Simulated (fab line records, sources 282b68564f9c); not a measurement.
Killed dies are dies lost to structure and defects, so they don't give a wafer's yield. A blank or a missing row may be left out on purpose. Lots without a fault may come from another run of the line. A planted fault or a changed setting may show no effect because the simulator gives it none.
Which tool did it? | flow rit_cmos | 14 lots, 42 wafers sampled, at 5 steps of a route of 202

WHAT THE GAUGES READ, wafer by wafer
RIT_FOX2_THK_MEAS_90.
lot  | measured    | on            | FIELD_OXIDE_LEFT_1_THK (nm)
L222 | day 1 21:06 | film_metro-01 | 314 313 314
L223 | day 2 01:14 | film_metro-02 | 313 311 311
L225 | day 2 12:05 | film_metro-02 | 318 317 315
L226 | day 2 16:32 | film_metro-02 | 312 311 308
L227 | day 2 21:38 | film_metro-01 | 335 337 340
L228 | day 3 02:49 | film_metro-02 | 334 338 330
L231 | day 3 19:02 | film_metro-01 | 313 324 321
L232 | day 4 03:53 | film_metro-02 | 316 316 316
L234 | day 4 08:23 | film_metro-02 | 327 325 322
L235 | day 4 14:41 | film_metro-01 | 322 325 325
L240 | day 5 17:55 | film_metro-01 | 314 318 316
L241 | day 5 19:46 | film_metro-03 | 321 323 320
L242 | day 6 00:03 | film_metro-03 | 326 330 328
L244 | day 6 11:35 | film_metro-01 | 332 323 327

RIT_WELLDRIVE_RS_MEAS_02: measures by four-point-probe.
lot  | measured    | on            | PWELL_RS (ohm/sq)
L222 | day 2 05:59 | film_metro-02 | 429.3 429.5 428.8
L223 | day 2 10:00 | film_metro-02 | 428.6 429.2 430.0
L225 | day 2 20:37 | film_metro-02 | 429.9 428.2 429.1
L226 | day 3 01:41 | film_metro-03 | 428.5 429.1 428.2
L227 | day 3 06:46 | film_metro-03 | 430.8 430.3 429.0
L228 | day 3 11:47 | film_metro-02 | 431.4 430.5 430.1
L231 | day 4 04:30 | film_metro-04 | 429.0 429.2 429.8
L232 | day 4 12:36 | film_metro-02 | 429.3 431.0 430.4
L234 | day 4 17:42 | film_metro-02 | 430.4 429.8 429.9
L235 | day 4 23:16 | film_metro-02 | 430.3 428.4 429.2
L240 | day 6 02:17 | film_metro-02 | 430.0 428.3 429.2
L241 | day 6 04:28 | film_metro-02 | 433.5 430.6 431.5
L242 | day 6 09:31 | film_metro-02 | 428.7 428.2 429.7
L244 | day 6 20:24 | film_metro-02 | 428.4 427.8 427.9

RIT_PRETRO_OVL_MEAS_06.
lot  | measured    | on         | PRETRO_OVL (nm)
L222 | day 2 08:47 | overlay-02 | 0.5 0.2 1.3
L223 | day 2 12:48 | overlay-02 | -1.5 -0.6 -1.0
L225 | day 2 23:27 | overlay-02 | 2.7 0.9 2.2
L226 | day 3 04:22 | overlay-01 | -0.2 1.4 -0.8
L227 | day 3 09:42 | overlay-02 | -1.9 -1.3 -1.6
L228 | day 3 14:28 | overlay-02 | 0.2 -1.7 -1.2
L231 | day 4 07:18 | overlay-02 | 1.5 1.0 0.6
L232 | day 4 15:19 | overlay-01 | 0.0 0.7 -0.5
L234 | day 4 20:21 | overlay-01 | 1.8 2.0 3.2
L235 | day 5 02:11 | overlay-02 | -0.6 -0.7 -0.3
L240 | day 6 05:08 | overlay-02 | 2.8 3.3 4.7
L241 | day 6 07:22 | overlay-02 | 1.4 -1.4 1.0
L242 | day 6 12:04 | overlay-02 | 1.0 1.4 0.2
L244 | day 6 23:04 | overlay-01 | 3.0 4.2 4.4

RIT_FOX2_THK_MEAS_91.
lot  | measured    | on            | FIELD_OXIDE_LEFT_2_THK (nm)
L222 | day 2 09:57 | film_metro-01 | 245 244 246
L223 | day 2 13:54 | film_metro-03 | 245 244 243
L225 | day 3 00:32 | film_metro-02 | 249 248 246
L226 | day 3 05:27 | film_metro-02 | 244 244 240
L227 | day 3 10:47 | film_metro-01 | 267 269 272
L228 | day 3 15:33 | film_metro-01 | 265 269 262
L231 | day 4 08:25 | film_metro-01 | 245 256 253
L232 | day 4 16:24 | film_metro-01 | 248 248 247
L234 | day 4 21:27 | film_metro-02 | 259 257 254
L235 | day 5 03:17 | film_metro-01 | 254 256 256
L240 | day 6 06:14 | film_metro-02 | 246 250 247
L241 | day 6 08:28 | film_metro-03 | 252 255 252
L242 | day 6 13:11 | film_metro-02 | 257 261 259
L244 | day 7 00:10 | film_metro-03 | 264 256 259

WHICH TOOL RAN EACH LOT (tool, then ch and the chambers of the sampled wafers, then the start)
lot  | RIT_PRETRO_EXPOSE_03
L222 | iline_stepper-02 ch 0, day 2 08:22
L223 | iline_stepper-01 ch 0, day 2 12:22
L225 | iline_stepper-01 ch 0, day 2 23:02
L226 | iline_stepper-02 ch 0, day 3 03:56
L227 | iline_stepper-01 ch 0, day 3 09:13
L228 | iline_stepper-01 ch 0, day 3 14:02
L231 | iline_stepper-01 ch 0, day 4 06:52
L232 | iline_stepper-02 ch 0, day 4 14:53
L234 | iline_stepper-01 ch 0, day 4 19:57
L235 | iline_stepper-01 ch 0, day 5 01:30
L240 | iline_stepper-01 ch 0, day 6 04:35
L241 | iline_stepper-02 ch 0, day 6 06:58
L242 | iline_stepper-02 ch 0, day 6 11:38
L244 | iline_stepper-01 ch 0, day 6 22:38
- RIT_PRETRO_EXPOSE_03: exposes mask M5, target cd 43700 nm.

WHAT THE TOOLS THEMSELVES READ (means of the sampled wafers that have a number; where no wafer has one, the mark that the record gives instead)
RIT_PRETRO_EXPOSE_03.
lot  | tool             | reticle_temp_C (C)
L222 | iline_stepper-02 | 23.03
L223 | iline_stepper-01 | 23.00
L225 | iline_stepper-01 | 22.95
L226 | iline_stepper-02 | 22.99
L227 | iline_stepper-01 | 22.98
L228 | iline_stepper-01 | 23.05
L231 | iline_stepper-01 | 23.05
L232 | iline_stepper-02 | 23.02
L234 | iline_stepper-01 | 23.05
L235 | iline_stepper-01 | 22.87
L240 | iline_stepper-01 | 22.96
L241 | iline_stepper-02 | 22.99
L242 | iline_stepper-02 | 23.18
L244 | iline_stepper-01 | 23.12

THE ANSWER, worked out from the rows above alone
Rule: what is usual is taken from the lots themselves. Put in order of their means at a reading, lots are off if they are a third of the lots or fewer, leave a main group of 4 or more, and stand apart from it by a gap of 3 or more times the standard deviation of the main group's means; of several such gaps the widest counts. A main group whose means are all the same, to the digits that the tables above print for the reading, isn't used. A lot without any number at a reading at which 4 lots or more have one is off too. The other lots that the step has rows for count as sound. The gauges are gone through in route order, then the tools' own readings, and for those a lot's mean is taken as printed above. The first step at which some lot is off is used, and at that step the reading that is off furthest; a lot without a number counts as furthest.
No lot is off at any reading shown: from this, nothing can be told.

WHAT THE SIMULATOR HAD PUT IN
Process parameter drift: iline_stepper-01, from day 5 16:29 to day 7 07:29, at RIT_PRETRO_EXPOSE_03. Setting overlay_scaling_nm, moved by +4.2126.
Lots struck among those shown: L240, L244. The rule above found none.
